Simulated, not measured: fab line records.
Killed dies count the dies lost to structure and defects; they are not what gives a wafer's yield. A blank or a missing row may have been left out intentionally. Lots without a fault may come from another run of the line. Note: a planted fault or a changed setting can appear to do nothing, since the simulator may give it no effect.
fab line records | flow berkeley-cmos170
record lots=5 wafers=23
route steps=331 shown M2@272 V2@294 M3@327
start-h: hours from the record's first day to the start of the lot's first wafer shown | wait-h: time in hours since the lot's previous step | " as in the row above | L1.1+2: a single row standing in for several wafers | - value missing, or start not given | * or withheld: withheld | < > ~ a bound
route shown NAME@n: a module of which the file shows steps, and the number in the route of the first | usual: mean/standard deviation of fault-free wafers | same: alike in all rows | chamber/n: place in a boat | sites: per-site readings | _std_site: the values' standard deviation | _edge_site: the outer-site mean with the inner-site mean subtracted | radius-mm: for every site, how far away it sits from the centre of the wafer | mask NAME#n: copy n | behind: the tool/chamber that last shaped the wafer | hold: why the lot went on hold/how many hours it stayed there/how the hold came to an end | device: the transistor (n, p or np) that didn't switch | end of line: tests of these same wafers at the route's end | where a step has no rows: the recipe by itself | killed: the dies lost at the first sort to structure and to defects; this is not the yield of the wafer | map: per-die view of a wafer (x killed, . not killed, _ where there is no die)
set.NAME: the run value of the setting; set.NAME@STEP: its run value at that earlier step | model.NAME: the simulator's own value behind a step, which no gauge read
lots whose settings were changed on purpose; a table a step, a row a wafer
## steps
# step UCB170_M2_SPUTTER_01
# recipe material=Al target-thk-nm=900 time-s=120 power-w=6000 chamber-pressure-pa=0.5
# columns lot.wafer tool chamber start-h wait-h set.time-s model.Al_of_M2_SPUTTER_01.thk-nm
L075.1 pvd-sputter-02 - 146.46 0.0 104.5 799.1
L075.2 " - " " 104.5 793.6
L075.3 " - " " 104.5 800.1
L075.4 " - " " 120 917
L075.5 " - " " 120 926.2
L076.1 pvd-sputter-01 - 162.81 0.0 126.2 939.2
L076.3 " - " " 120 906.8
L076.4 " - " " 126.2 941.3
L076.5 " - " " 120 896.4
L076.6 " - " " 126.2 944.3
L079.1+3 pvd-sputter-03 - 180.70 0.0 120 909.5
L079.2 " - " " 120 912.8
L079.5 " - " " 120 906.3
L079.6 " - " " 120 914.5
L078.1 pvd-sputter-02 - 181.21 0.0 120 913.8
L078.3 " - " " 120 907.7
L078.5 " - " " 120 906.1
L082.1 pvd-sputter-03 - 202.47 0.0 112.9 839.6
L082.2 " - " " 120 902
L082.3 " - " " 112.9 851.6
L082.4 " - " " 120 914.1
L082.6 " - " " 120 900.8
# step UCB170_M2_RS_MEAS_02
# recipe thk-meas-gauge=four-point-probe reads=Al_of_M2_SPUTTER_01
# usual M2_AL_RS=0.0320/0.00032
# columns lot.wafer tool chamber start-h wait-h set.time-s@M2_SPUTTER_01 M2_AL_RS[ohm/sq]
L075.1 film-metro-04 - 146.55 0.0 104.5 0.0363
L075.2 " - " " 104.5 0.0366
L075.3 " - " " 104.5 0.0363
L075.4 " - " " 120 0.0317
L075.5 " - " " 120 0.0313
L076.1 film-metro-04 - 162.89 0.0 126.2 0.0309
L076.3 " - " " 120 0.0320
L076.4 " - " " 126.2 0.0308
L076.5 " - " " 120 0.0324
L076.6 " - " " 126.2 0.0307
L079.1 film-metro-01 - 180.78 0.0 120 0.0319
L079.2 " - " " 120 0.0317
L079.3 " - " " 120 0.0318
L079.5 " - " " 120 0.0320
L079.6 " - " " 120 0.0316
L078.1 film-metro-01 - 181.29 0.0 120 0.0317
L078.3 " - " " 120 0.0319
L078.5 " - " " 120 0.0319
L082.1 film-metro-01 - 202.55 0.0 112.9 0.0346
L082.2 " - " " 120 0.0321
L082.3 " - " " 112.9 0.0340
L082.4 " - " " 120 0.0317
L082.6 " - " " 120 0.0321
# step UCB170_M2_THK_MEAS_03
# recipe thk-meas-gauge=xrf reads=Al_of_M2_SPUTTER_01
# usual M2_AL_THK=895/9
# columns lot.wafer tool chamber start-h wait-h set.time-s@M2_SPUTTER_01 M2_AL_THK[nm]
L075.1 film-metro-04 - 146.67 0.1 104.5 796
L075.2 " - " " 104.5 792
L075.3 " - " " 104.5 797
L075.4 " - " " 120 910
L075.5 " - " " 120 919
L076.1 film-metro-04 - 163.01 0.1 126.2 932
L076.3 " - " " 120 895
L076.4 " - " " 126.2 933
L076.5 " - " " 120 890
L076.6 " - " " 126.2 936
L079.1 film-metro-01 - 180.90 0.1 120 896
L079.2 " - " " 120 901
L079.3 " - " " 120 895
L079.5 " - " " 120 889
L079.6 " - " " 120 898
L078.1 film-metro-01 - 181.41 0.1 120 893
L078.3 " - " " 120 895
L078.5 " - " " 120 895
L082.1 film-metro-01 - 202.67 0.1 112.9 824
L082.2 " - " " 120 886
L082.3 " - " " 112.9 835
L082.4 " - " " 120 892
L082.6 " - " " 120 885
# step UCB170_V2_CMP_02
# recipe material=SiO2 down-force-psi=6 platen-rpm=60 pad-velocity-m-s=0.75398
# columns lot.wafer tool chamber start-h wait-h set.leave-above-ref-nm model.SiO2_of_V2_CVD_00.thk-nm
L075.4 cmp-01 1 149.91 0.0 1000 1000
L075.1 " 2 " " 1000 999.9
L075.3 " 3 " " 935.5 935.5
L075.2 " 0 " " 935.5 934
L075.5 " 1 " " 1000 1001
L076.4 cmp-02 0 166.69 0.0 931.3 931.2
L076.3 " 1 " " 1000 1000
L076.1 " 2 " " 1000 999.4
L076.5 " 0 " " 1000 1001
L076.6 " 1 " " 931.3 932.4
L079.2+5 cmp-01 0,1 183.70 0.0 1000 1002
L079.1+3 " 1,3 " " 1048 1050
L079.6 " 0 " " 1000 1001
L078.1 cmp-02 3 184.54 0.1 1000 999.5
L078.3 " 1 " " 1000 1001
L078.5 " 2 " " 1000 1000
L082.4 cmp-02 3 205.75 0.0 1000 999.5
L082.3+1 " 0,2 " " 941.5 940.5
L082.2 " 1 " " 1000 1001
L082.6 " 3 " " 941.5 940.3
# step UCB170_V2_THK_MEAS_04
# recipe reads=SiO2_of_V2_CVD_00
# usual V2_POLISHED_THK=1000.2/0.94
# columns lot.wafer tool chamber start-h wait-h set.leave-above-ref-nm@V2_CMP_02 V2_POLISHED_THK[nm]
L075.1 film-metro-04 - 150.33 0.1 1000 1000.3
L075.2 " - " " 935.5 934.3
L075.3 " - " " 935.5 935.6
L075.4 " - " " 1000 999.2
L075.5 " - " " 1000 1000.9
L076.1 film-metro-01 - 167.11 0.1 1000 999.6
L076.3 " - " " 1000 999.4
L076.4 " - " " 931.3 931.5
L076.5 " - " " 1000 1001.2
L076.6 " - " " 931.3 933.0
L079.1 film-metro-04 - 184.12 0.1 1048 1049.9
L079.2 " - " " 1000 1000.8
L079.3 " - " " 1048 1049.2
L079.5 " - " " 1000 1001.9
L079.6 " - " " 1000 1001.5
L078.1 film-metro-01 - 184.91 0.1 1000 999.4
L078.3 " - " " 1000 1000.8
L078.5 " - " " 1000 1000.3
L082.1 film-metro-03 - 206.17 0.1 941.5 940.3
L082.2 " - " " 1000 1000.8
L082.3 " - " " 941.5 939.5
L082.4 " - " " 1000 999.4
L082.6 " - " " 941.5 939.9
# step UCB170_V2_SOFTBAKE_08
# recipe resist=KrF temp-c=130 time-s=60
# columns lot.wafer tool chamber start-h wait-h set.time-s
L075.1+3+5 litho-track-03 0 151.11 0.1 54.86
L075.2+4 " 0 " " 60
L076.1+3+4+5+6 litho-track-03 0 168.03 0.1 60
L079.1+2+3+5+6 litho-track-03 0 184.96 0.1 60
L078.1+3+5 litho-track-04 0 186.28 0.1 60
L082.1+2+6 litho-track-03 0 206.91 0.1 68.97
L082.3+4 " 0 " " 60
# step UCB170_V2_EXPOSE_09
# recipe mask-id=VIA2 target-cd-nm=700 na=0.5 sigma-outer=0.6 source-shape=conventional dose-mj=37
# step UCB170_V2_PEB_10
# recipe peb-temp-c=130 peb-time-s=withheld resist=KrF
# step UCB170_V2_ETCH_14
# recipe chemistry=CHF3/CF4/Ar target=SiO2 stop-on=Al CHF3_flow_sccm=45 cf4-flow-sccm=15 Ar_flow_sccm=150 pressure-mtorr=200 rf-w=700 target-depth-a=12500 over-etch-frac=0.25 time-s=291
# columns lot.wafer tool chamber start-h wait-h set.leave-above-ref-nm@V2_CMP_02 model.V2.feature-depth-nm model.etch.depth-nm
L075.1 rie-diel-02 2 152.32 0.0 1000 999.9 -
L075.2 " 0 " " 935.5 934.1 -
L075.3 " 3 " " 935.5 935.9 -
L075.4 " 1 " " 1000 1000 1000
L075.5 " 1 " " 1000 1001 1001
L076.1 rie-diel-03 1 168.89 0.0 1000 999.5 -
L076.3 " 0 " " 1000 1000 1000
L076.4 " 3 " " 931.3 931.2 -
L076.5 " 2 " " 1000 1001 1001
L076.6 " 1 " " 931.3 932.5 -
L079.1+3 rie-diel-02 3,0 186.72 0.0 1048 1050 1050
L079.2+5 " 1,3 " " 1000 1002 1002
L079.6 " 0 " " 1000 1002 1001
L078.1 rie-diel-02 1 187.72 0.0 1000 999.5 999.5
L078.3 " 2 " " 1000 1001 1001
L078.5 " 2 " " 1000 1000 1000
L082.1 rie-diel-04 1 207.73 0.0 941.5 940.6 -
L082.2 " 0 " " 1000 1001 1001
L082.3 " 3 " " 941.5 940.7 -
L082.4 " 2 " " 1000 999.7 999.5
L082.6 " 1 " " 941.5 940.4 940.3
# step UCB170_M3_METAL_ETCH_18
# recipe chemistry=Cl2/BCl3 target=Al stop-on=SiO2 pressure-mtorr=12 target-depth-a=11700 over-etch-frac=0.3 time-s=195 icp-w=600 bias-w=120 Cl2_flow_sccm=90 bcl3-flow-sccm=45
# columns lot.wafer tool chamber start-h wait-h set.over-etch-frac set.leave-above-ref-nm@V2_CMP_02 model.SiO2_of_V2_CVD_00.thk-nm
L075.1 rie-metal-03 1 156.20 - 0.3 1000 937.7
L075.2 " 0 " " 0.3 935.5 871.3
L075.3 " 0 " " 0.3 935.5 872.7
L075.4 " 1 " " 0.3 1000 938.1
L075.5 " 0 " " 0.3 1000 938.4
L076.1 rie-metal-02 1 171.89 - 0.3 1000 935.8
L076.3 " 0 " " 0.3 1000 941.3
L076.4 " 1 " " 0.3 931.3 867.7
L076.5 " 1 " " 0.3 1000 936.8
L076.6 " 0 " " 0.3 931.3 873.6
L079.1 rie-metal-02 1 190.97 - 0.2429 1048 990.1
L079.2 " 0 " " 0.2429 1000 946.5
L079.3 " 1 " " 0.3 1048 986.4
L079.5 " 0 " " 0.3 1000 944.3
L079.6 " 1 " " 0.3 1000 938.1
L078.1 rie-metal-02 1 191.80 - 0.3 1000 935.8
L078.3 " 0 " " 0.3 1000 942.4
L078.5 " 1 " " 0.3 1000 936.5
L082.1 rie-metal-03 1 212.24 - 0.3 941.5 878.4
L082.2 " 0 " " 0.3589 1000 935.6
L082.3 " 1 " " 0.3 941.5 877.9
L082.4 " 0 " " 0.3589 1000 934.1
L082.6 " 0 " " 0.3589 941.5 874.9
## key
split step=UCB170_M2_SPUTTER_01 setting=time-s stated=120 by=wafer
response step=UCB170_M2_SPUTTER_01 reading=model.Al_of_M2_SPUTTER_01.thk-nm change=+9.46 per=1% r=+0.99
response step=UCB170_M2_RS_MEAS_02 reading=M2_AL_RS change=-0.000368 per=1% r=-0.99
response step=UCB170_M2_THK_MEAS_03 reading=M2_AL_THK change=+9.19 per=1% r=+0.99
split step=UCB170_V2_CMP_02 setting=leave-above-ref-nm stated=1000 by=wafer
response step=UCB170_V2_CMP_02 reading=model.SiO2_of_V2_CVD_00.thk-nm change=+10.1 per=1% r=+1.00
response step=UCB170_V2_THK_MEAS_04 reading=V2_POLISHED_THK change=+10.1 per=1% r=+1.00
response step=UCB170_V2_ETCH_14 reading=model.V2.feature-depth-nm change=+10.1 per=1% r=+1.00
response step=UCB170_V2_ETCH_14 reading=model.etch.depth-nm change=+10.2 per=1% r=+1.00
response step=UCB170_M3_METAL_ETCH_18 reading=model.SiO2_of_V2_CVD_00.thk-nm change=+9.89 per=1% r=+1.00
split step=UCB170_V2_SOFTBAKE_08 setting=time-s stated=60 by=wafer
response none clear
split step=UCB170_M3_METAL_ETCH_18 setting=over-etch-frac stated=0.3 by=wafer
response none clear
